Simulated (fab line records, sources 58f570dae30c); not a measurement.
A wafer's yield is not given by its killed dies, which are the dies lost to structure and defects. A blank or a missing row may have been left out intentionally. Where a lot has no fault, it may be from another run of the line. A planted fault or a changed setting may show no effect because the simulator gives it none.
Check of tool commonality :: flow berkeley_cmos170 :: 15 lots, 45 wafers sampled

## WHY IT WAS OPENED
At UCB170_V2_THK_MEAS_04 the reading V2_POLISHED_THK is flagged on 3 of 15 lots. Wafers without a fault read 999.7 nm, standard deviation 1.4.
Rule: a lot is flagged in two cases, either no wafer of it has a number, or all its wafers with numbers fall more than 4 standard deviations from that mean. As for the other lots, they are considered sound.

lot: L265
measured: day 9 01:18
on: film_metro-03
V2_POLISHED_THK (nm), wafer by wafer: 1001.7 1000.8 1001.5
flag: 

lot: L264
measured: day 9 01:36
on: film_metro-02
V2_POLISHED_THK (nm), wafer by wafer: 998.4 999.6 998.8
flag: 

lot: L266
measured: day 9 03:07
on: film_metro-02
V2_POLISHED_THK (nm), wafer by wafer: 999.5 1000.6 999.3
flag: 

lot: L268
measured: day 9 15:53
on: film_metro-02
V2_POLISHED_THK (nm), wafer by wafer: 1000.0 999.7 1001.3
flag: 

lot: L269
measured: day 10 02:11
on: film_metro-02
V2_POLISHED_THK (nm), wafer by wafer: 999.6 999.1 997.3
flag: 

lot: L276
measured: day 10 18:54
on: film_metro-01
V2_POLISHED_THK (nm), wafer by wafer: 1000.7 998.8 1000.6
flag: 

lot: L274
measured: day 10 19:30
on: film_metro-01
V2_POLISHED_THK (nm), wafer by wafer: 1993.2 2033.0 2020.4
flag: FLAGGED

lot: L278
measured: day 11 03:28
on: film_metro-01
V2_POLISHED_THK (nm), wafer by wafer: 1942.5 1984.8 1998.5
flag: FLAGGED

lot: L275
measured: day 11 03:47
on: film_metro-03
V2_POLISHED_THK (nm), wafer by wafer: 1997.3 1988.4 2002.8
flag: FLAGGED

lot: L282
measured: day 12 03:08
on: film_metro-03
V2_POLISHED_THK (nm), wafer by wafer: 999.2 1000.3 998.5
flag: 

lot: L280
measured: day 12 04:25
on: film_metro-01
V2_POLISHED_THK (nm), wafer by wafer: 996.2 999.9 997.3
flag: 

lot: L281
measured: day 12 05:41
on: film_metro-01
V2_POLISHED_THK (nm), wafer by wafer: 999.3 998.7 1000.8
flag: 

lot: L279
measured: day 12 05:56
on: film_metro-02
V2_POLISHED_THK (nm), wafer by wafer: 997.4 999.8 999.9
flag: 

lot: L287
measured: day 13 10:40
on: film_metro-01
V2_POLISHED_THK (nm), wafer by wafer: 1000.6 1000.3 1002.7
flag: 

lot: L286
measured: day 13 12:00
on: film_metro-02
V2_POLISHED_THK (nm), wafer by wafer: 1000.1 1000.4 1000.4
flag: 
The numbers of the flagged lots are 1995.7 nm on average: +996.0 nm against the usual, or +99 or more standard deviations.

## EACH LOT AND THE TOOL IT RAN ON
3 process steps preceding the reading are held in the record, out of 331 steps in the route. Each cell gives the tool, then ch followed by the chambers the sampled wafers passed through, then the start.
lot: L265
flag: 
UCB170_V1_CMP_02: cmp-01 ch 0,3, day 8 16:22
UCB170_M2_ETCH_17: rie_diel-02 ch 0,2,3, day 9 00:13
UCB170_V2_CMP_02: cmp-01 ch 2,3, day 9 00:53

lot: L264
flag: 
UCB170_V1_CMP_02: cmp-01 ch 0,1,2, day 8 16:43
UCB170_M2_ETCH_17: rie_diel-03 ch 0,1,3, day 9 00:20
UCB170_V2_CMP_02: cmp-02 ch 0,1,2, day 9 01:11

lot: L266
flag: 
UCB170_V1_CMP_02: cmp-01 ch 0,1,3, day 8 17:49
UCB170_M2_ETCH_17: rie_diel-02 ch 0,3, day 9 01:49
UCB170_V2_CMP_02: cmp-01 ch 0,1,2, day 9 02:46

lot: L268
flag: 
UCB170_V1_CMP_02: cmp-02 ch 1,2, day 9 09:49
UCB170_M2_ETCH_17: rie_diel-01 ch 1,2, day 9 14:40
UCB170_V2_CMP_02: cmp-01 ch 0,1,2, day 9 15:32

lot: L269
flag: 
UCB170_V1_CMP_02: cmp-01 ch 1,2,3, day 9 18:47
UCB170_M2_ETCH_17: rie_diel-01 ch 1,2, day 10 01:04
UCB170_V2_CMP_02: cmp-02 ch 0,1,2, day 10 01:47

lot: L276
flag: 
UCB170_V1_CMP_02: cmp-01 ch 0,1, day 10 12:16
UCB170_M2_ETCH_17: rie_diel-03 ch 1,2,3, day 10 17:49
UCB170_V2_CMP_02: cmp-02 ch 0,1,2, day 10 18:29

lot: L274
flag: FLAGGED
UCB170_V1_CMP_02: cmp-01 ch 0,1,3, day 10 12:34
UCB170_M2_ETCH_17: rie_diel-01 ch 1,2,3, day 10 18:18
UCB170_V2_CMP_02: cmp-02 ch 0,2,3, day 10 19:05

lot: L278
flag: FLAGGED
UCB170_V1_CMP_02: cmp-02 ch 1,2,3, day 10 20:31
UCB170_M2_ETCH_17: rie_diel-02 ch 1,2,3, day 11 02:23
UCB170_V2_CMP_02: cmp-02 ch 0,2,3, day 11 03:03

lot: L275
flag: FLAGGED
UCB170_V1_CMP_02: cmp-02 ch 0,1, day 10 21:48
UCB170_M2_ETCH_17: rie_diel-03 ch 0,3, day 11 02:37
UCB170_V2_CMP_02: cmp-02 ch 1,2,3, day 11 03:24

lot: L282
flag: 
UCB170_V1_CMP_02: cmp-01 ch 0,2,3, day 11 21:36
UCB170_M2_ETCH_17: rie_diel-03 ch 1,2, day 12 02:04
UCB170_V2_CMP_02: cmp-01 ch 1,2, day 12 02:43

lot: L280
flag: 
UCB170_V1_CMP_02: cmp-02 ch 0,2,3, day 11 22:56
UCB170_M2_ETCH_17: rie_diel-02 ch 0,2,3, day 12 03:19
UCB170_V2_CMP_02: cmp-02 ch 0,1, day 12 03:58

lot: L281
flag: 
UCB170_V1_CMP_02: cmp-01 ch 0,1,3, day 12 00:10
UCB170_M2_ETCH_17: rie_diel-01 ch 1,2, day 12 04:23
UCB170_V2_CMP_02: cmp-01 ch 1,3, day 12 05:19

lot: L279
flag: 
UCB170_V1_CMP_02: cmp-02 ch 0,1, day 12 00:11
UCB170_M2_ETCH_17: rie_diel-02 ch 2,3, day 12 04:50
UCB170_V2_CMP_02: cmp-02 ch 1,2,3, day 12 05:31

lot: L287
flag: 
UCB170_V1_CMP_02: cmp-01 ch 0,1, day 13 04:31
UCB170_M2_ETCH_17: rie_diel-01 ch 2,3, day 13 09:34
UCB170_V2_CMP_02: cmp-01 ch 0,2,3, day 13 10:17

lot: L286
flag: 
UCB170_V1_CMP_02: cmp-02 ch 0,1,3, day 13 05:51
UCB170_M2_ETCH_17: rie_diel-01 ch 0,1,3, day 13 10:55
UCB170_V2_CMP_02: cmp-01 ch 1,3, day 13 11:38
What the steps here do:
- UCB170_V1_CMP_02: polishes SiO2.
- UCB170_M2_ETCH_17: etches BARC in N2/H2.
- UCB170_V2_CMP_02: polishes SiO2.
- UCB170_V2_THK_MEAS_04

## FLAGGED AGAINST TOTAL, ONE TOOL AT A TIME (gauges that did the reading follow at the end)
step: UCB170_V1_CMP_02
tool: cmp-01
lots run: 9
flagged: 1
share of the flagged lots: some
sound lots run after its first flagged lot: 3 (L282,L281,L287)

step: UCB170_V1_CMP_02
tool: cmp-02
lots run: 6
flagged: 2
share of the flagged lots: some
sound lots run after its first flagged lot: 3 (L280,L279,L286)

step: UCB170_M2_ETCH_17
tool: rie_diel-01
lots run: 6
flagged: 1
share of the flagged lots: some
sound lots run after its first flagged lot: 3 (L281,L287,L286)

step: UCB170_M2_ETCH_17
tool: rie_diel-02
lots run: 5
flagged: 1
share of the flagged lots: some
sound lots run after its first flagged lot: 2 (L280,L279)

step: UCB170_M2_ETCH_17
tool: rie_diel-03
lots run: 4
flagged: 1
share of the flagged lots: some
sound lots run after its first flagged lot: 1 (L282)

step: UCB170_V2_CMP_02
tool: cmp-01
lots run: 7
flagged: 0
share of the flagged lots: none
sound lots run after its first flagged lot: -

step: UCB170_V2_CMP_02
tool: cmp-02
lots run: 8
flagged: 3
share of the flagged lots: all
sound lots run after its first flagged lot: 2 (L280,L279)

step: UCB170_V2_THK_MEAS_04
tool: film_metro-01
lots run: 6
flagged: 2
share of the flagged lots: some
sound lots run after its first flagged lot: 3 (L280,L281,L287)

step: UCB170_V2_THK_MEAS_04
tool: film_metro-02
lots run: 6
flagged: 0
share of the flagged lots: none
sound lots run after its first flagged lot: -

step: UCB170_V2_THK_MEAS_04
tool: film_metro-03
lots run: 3
flagged: 1
share of the flagged lots: some
sound lots run after its first flagged lot: 1 (L282)

## WHAT IS ALLOWED BY THE TABLE
In the table, 1 row covers all flagged lots: cmp-02 at UCB170_V2_CMP_02.
- cmp-02 at UCB170_V2_CMP_02: 3 of its 8 lots flagged. Sound lots followed the first flagged one (L280, L279) on it, something a lasting fault affecting the whole tool could not allow. On the flagged lots its readings are blank where sound lots have values: edge_zone_pressure_frac, head_pressure_psi, motor_current_A, platen_rpm and 1 more.
There is no row in the table that ran each flagged lot and no sound lot after the first.

## WHAT WAS PUT IN BY THE SIMULATOR
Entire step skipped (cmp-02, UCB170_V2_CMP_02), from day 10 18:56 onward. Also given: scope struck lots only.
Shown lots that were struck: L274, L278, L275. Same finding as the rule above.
